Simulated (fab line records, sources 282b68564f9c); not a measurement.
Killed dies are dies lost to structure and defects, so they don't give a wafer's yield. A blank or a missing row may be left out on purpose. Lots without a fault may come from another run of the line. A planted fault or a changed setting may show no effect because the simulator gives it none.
fab line records | flow rit_cmos
record lots=14 wafers=42 last_day=7
route steps=202 shown FOX2@23
lots that met no fault: from a run of the same line without faults
start_h: hours from the record's first day to the start of the lot's first wafer shown | wait_h: hours since the lot's step before | " the same as in the row above | L1.1+2: a row that stands for several wafers | - no value, or no start given | * or withheld: withheld | < > ~ a bound
route shown NAME@n: a module of which the file shows steps, and the number in the route of the first | usual: mean/standard deviation of fault-free wafers | same: alike in all rows | chamber/n: place in a boat | sites: the reading at each site | _std_site: their standard deviation | _edge_site: outer sites' mean less inner sites' | radius_mm: how far each site lies from the wafer's centre | mask NAME#n: copy n | behind: the tool/chamber that last shaped the wafer | hold: why the lot was held/for how many hours/how that ended | device: the transistor (n, p or np) that didn't switch | end of line: the same wafers' tests at the end of the route | a step without rows: its recipe alone | killed: dies lost to structure and defects at the first sort, not the wafer's yield | map: a wafer's dies, x killed, . not, _ none there
set.NAME: the setting as run; set.NAME@STEP: as run at that earlier step | model.NAME: the simulator's own value behind a step, which no gauge read
steps of the route over a sample of lots; a table a step, a row a wafer
services: from which hour (start_h, from the record's first day; less than 0 if before it) a tool's chamber was out of use, for how many hours, and why
## steps
# step RIT_FOX2_OXIDATION_00
# recipe temp_c=1100 ambient=H2O target_thk_a=3507 p_h2o_torr=720 ox_time_s=1130
# usual ox_temp_c_max=1105.1/1.2 spike_tc_centre_C=1102.9/1 tube_center_temp_C=1100/0.1
# columns lot.wafer tool chamber start_h wait_h ox_temp_c_max spike_tc_centre_C tube_center_temp_C
L659.4 furnace-04 0 20.09 0.9 1105.5 1104.2 1100
L659.5 " 0 " " 1105.5 1101.9 1100
L659.6 " 0 " " 1107.1 1103.1 1100.1
L660.2 furnace-04 0 27.82 2.1 1105.2 1103.8 1100
L660.5 " 0 " " 1105.0 1103.0 1099.8
L660.6 " 0 " " 1107.0 1104.3 1100.1
L661.1 furnace-03 0 31.69 1.1 1105.2 1102.3 1100
L661.2 " 0 " " 1103.9 1103.8 1099.9
L661.4 " 0 " " 1104.5 1103.7 1100
L662.3 furnace-03 0 33.27 0.0 1105.2 1105.0 1100.1
L662.4 " 0 " " 1105.7 1103.5 1100.2
L662.6 " 0 " " 1105.8 1102.7 1100
L663.1 furnace-03 0 40.87 1.7 1104.2 1103.6 1100.1
L663.4 " 0 " " 1104.1 1104.0 1099.9
L663.5 " 0 " " 1104.7 1101.9 1100
L664.2 furnace-03 0 45.44 0.2 1107.8 1103.2 1099.8
L664.3 " 0 " " 1104.6 1101.7 1100
L664.4 " 0 " " 1105.9 1103.0 1099.9
L666.1 furnace-03 0 53.33 0.0 1106.1 1104.3 1100.1
L666.2 " 0 " " 1105.0 1103.6 1099.9
L666.5 " 0 " " 1105.4 1101.4 1100.1
L668.2 furnace-04 0 64.84 0.0 1107.8 1102.9 1100.1
L668.5 " 0 " " 1105.7 1104.4 1100
L668.6 " 0 " " 1105.6 1103.6 1100
L669.1 furnace-01 0 70.77 1.1 1104.4 1101.7 1100
L669.3 " 0 " " 1103.8 1102.8 1100.1
L669.4 " 0 " " 1104.1 1102.1 1100
L675.1 furnace-01 0 100.13 0.2 1104.9 1101.8 1099.9
L675.2 " 0 " " 1104.0 1101.4 1100.2
L675.6 " 0 " " 1107.1 1102.0 1100
L677.2 furnace-04 0 109.13 0.0 1105.0 1103.9 1100.1
L677.4 " 0 " " 1106.0 1103.0 1100
L677.6 " 0 " " 1105.2 1104.2 1099.7
L678.2 furnace-01 0 114.50 0.1 1103.1 1103.0 1100.2
L678.4 " 0 " " 1104.8 1101.4 1099.9
L678.6 " 0 " " 1105.1 1101.7 1100
L681.1 furnace-04 0 129.40 0.0 1105.7 1102.0 1099.8
L681.4 " 0 " " 1106.7 1102.9 1099.9
L681.5 " 0 " " 1105.2 1104.0 1100.1
L682.1 furnace-01 0 133.88 0.0 1105.6 1102.7 1100.1
L682.3 " 0 " " 1104.2 1099.9 1100
L682.4 " 0 " " 1105.2 1102.1 1100.2
# step RIT_FOX2_THK_MEAS_01
# recipe reads=SiO2_of_FOX2_OXIDATION_00
# usual FOX2_OXIDE_THK=346/6.1
# columns lot.wafer tool chamber start_h wait_h FOX2_OXIDE_THK[nm]
L659.4 film_metro-01 - 21.44 0.0 340
L659.5 " - " " 342
L659.6 " - " " 346
L660.2 film_metro-03 - 29.15 0.0 351
L660.5 " - " " 348
L660.6 " - " " 350
L661.1 film_metro-01 - 33.01 0.0 343
L661.2 " - " " 337
L661.4 " - " " 339
L662.3 film_metro-04 - 34.60 0.0 342
L662.4 " - " " 342
L662.6 " - " " 340
L663.1 film_metro-03 - 42.19 0.0 342
L663.4 " - " " 334
L663.5 " - " " 345
L664.2 film_metro-03 - 46.77 0.0 504
L664.3 " - " " 507
L664.4 " - " " 508
L666.1 film_metro-03 - 54.65 0.0 503
L666.2 " - " " 505
L666.5 " - " " 503
L668.2 film_metro-01 - 66.17 0.0 340
L668.5 " - " " 341
L668.6 " - " " 336
L669.1 film_metro-03 - 72.08 0.0 357
L669.3 " - " " 353
L669.4 " - " " 354
L675.1 film_metro-03 - 101.45 0.0 348
L675.2 " - " " 344
L675.6 " - " " 346
L677.2 film_metro-03 - 110.46 0.0 341
L677.4 " - " " 347
L677.6 " - " " 343
L678.2 film_metro-03 - 115.83 0.0 344
L678.4 " - " " 340
L678.6 " - " " 344
L681.1 film_metro-04 - 130.71 0.0 345
L681.4 " - " " 347
L681.5 " - " " 345
L682.1 film_metro-01 - 135.20 0.0 353
L682.3 " - " " 348
L682.4 " - " " 352
# step RIT_FOX2_THK_MEAS_90
# recipe reads=SiO2_of_FOX2_OXIDATION_00
# usual FIELD_OXIDE_LEFT_1_THK=319/6.1
# columns lot.wafer tool chamber start_h wait_h FIELD_OXIDE_LEFT_1_THK[nm]
L659.4 film_metro-01 - 22.32 0.0 313
L659.5 " - " " 314
L659.6 " - " " 319
L660.2 film_metro-01 - 30.06 0.0 323
L660.5 " - " " 320
L660.6 " - " " 323
L661.1 film_metro-01 - 33.88 0.0 316
L661.2 " - " " 310
L661.4 " - " " 313
L662.3 film_metro-01 - 35.55 0.0 315
L662.4 " - " " 314
L662.6 " - " " 313
L663.1 film_metro-01 - 43.07 0.0 314
L663.4 " - " " 306
L663.5 " - " " 317
L664.2 film_metro-04 - 47.64 0.0 477
L664.3 " - " " 479
L664.4 " - " " 481
L666.1 film_metro-01 - 55.52 0.0 476
L666.2 " - " " 478
L666.5 " - " " 476
L668.2 film_metro-01 - 67.11 0.0 313
L668.5 " - " " 314
L668.6 " - " " 309
L669.1 film_metro-01 - 72.96 0.0 330
L669.3 " - " " 326
L669.4 " - " " 327
L675.1 film_metro-03 - 102.39 0.0 321
L675.2 " - " " 317
L675.6 " - " " 319
L677.2 film_metro-03 - 112.09 0.0 314
L677.4 " - " " 319
L677.6 " - " " 315
L678.2 film_metro-01 - 116.70 0.0 317
L678.4 " - " " 312
L678.6 " - " " 316
L681.1 film_metro-03 - 131.59 0.0 317
L681.4 " - " " 320
L681.5 " - " " 318
L682.1 film_metro-04 - 136.07 0.0 326
L682.3 " - " " 320
L682.4 " - " " 325
# step RIT_FOX2_THK_MEAS_91
# recipe reads=SiO2_of_FOX2_OXIDATION_00
# usual FIELD_OXIDE_LEFT_2_THK=251/6.3
# columns lot.wafer tool chamber start_h wait_h FIELD_OXIDE_LEFT_2_THK[nm]
L659.4 film_metro-04 - 35.48 0.0 244
L659.5 " - " " 246
L659.6 " - " " 250
L660.2 film_metro-01 - 42.52 0.0 255
L660.5 " - " " 253
L660.6 " - " " 255
L661.1 film_metro-03 - 47.62 0.0 249
L661.2 " - " " 242
L661.4 " - " " 245
L662.3 film_metro-01 - 48.40 0.0 247
L662.4 " - " " 246
L662.6 " - " " 245
L663.1 film_metro-04 - 55.85 0.0 246
L663.4 " - " " 239
L663.5 " - " " 249
L664.2 film_metro-04 - 61.17 0.0 410
L664.3 " - " " 412
L664.4 " - " " 414
L666.1 film_metro-03 - 68.38 0.0 408
L666.2 " - " " 410
L666.5 " - " " 408
L668.2 film_metro-04 - 80.92 0.0 245
L668.5 " - " " 246
L668.6 " - " " 241
L669.1 film_metro-03 - 85.82 0.0 262
L669.3 " - " " 258
L669.4 " - " " 259
L675.1 film_metro-01 - 115.87 0.0 253
L675.2 " - " " 249
L675.6 " - " " 251
L677.2 film_metro-01 - 124.85 0.0 245
L677.4 " - " " 251
L677.6 " - " " 247
L678.2 film_metro-01 - 130.25 0.0 249
L678.4 " - " " 244
L678.6 " - " " 249
L681.1 film_metro-04 - 144.07 0.0 249
L681.4 " - " " 252
L681.5 " - " " 250
L682.1 film_metro-01 - 149.86 0.0 258
L682.3 " - " " 252
L682.4 " - " " 257
## services
# columns tool chamber start_h hours kind
furnace-04 - 88.26 3.3 pm
furnace-03 - 97.08 2.8 pm
furnace-03 - 114.52 3.0 pm
## key
first_sign step=RIT_FOX2_THK_MEAS_01 reading=FOX2_OXIDE_THK direction=up sigmas=26 usual=346 struck=505
effect step=RIT_FOX2_THK_MEAS_90 reading=FIELD_OXIDE_LEFT_1_THK direction=up sigmas=26 usual=319 struck=478
effect step=RIT_FOX2_THK_MEAS_91 reading=FIELD_OXIDE_LEFT_2_THK direction=up sigmas=25 usual=251 struck=410
met_at RIT_FOX2_OXIDATION_00
struck_lots L664,L666
tester_left_out L664,L666
onset_between 40.87 45.44
fault kind=process_parameter_drift tool=furnace-03 chamber=- onset_h=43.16 steps=RIT_FOX2_OXIDATION_00 channel=ox_time_s offset=* shape=step end_h=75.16 acts_in=* stated=*
# tester_left_out: of these lots the tester's yield and bins aren't shown, on N5 and GAA mostly nor the transistor test; their killed dies are dies lost to structure and defects alone, not to doping, threshold or leakage, so they don't give the yield
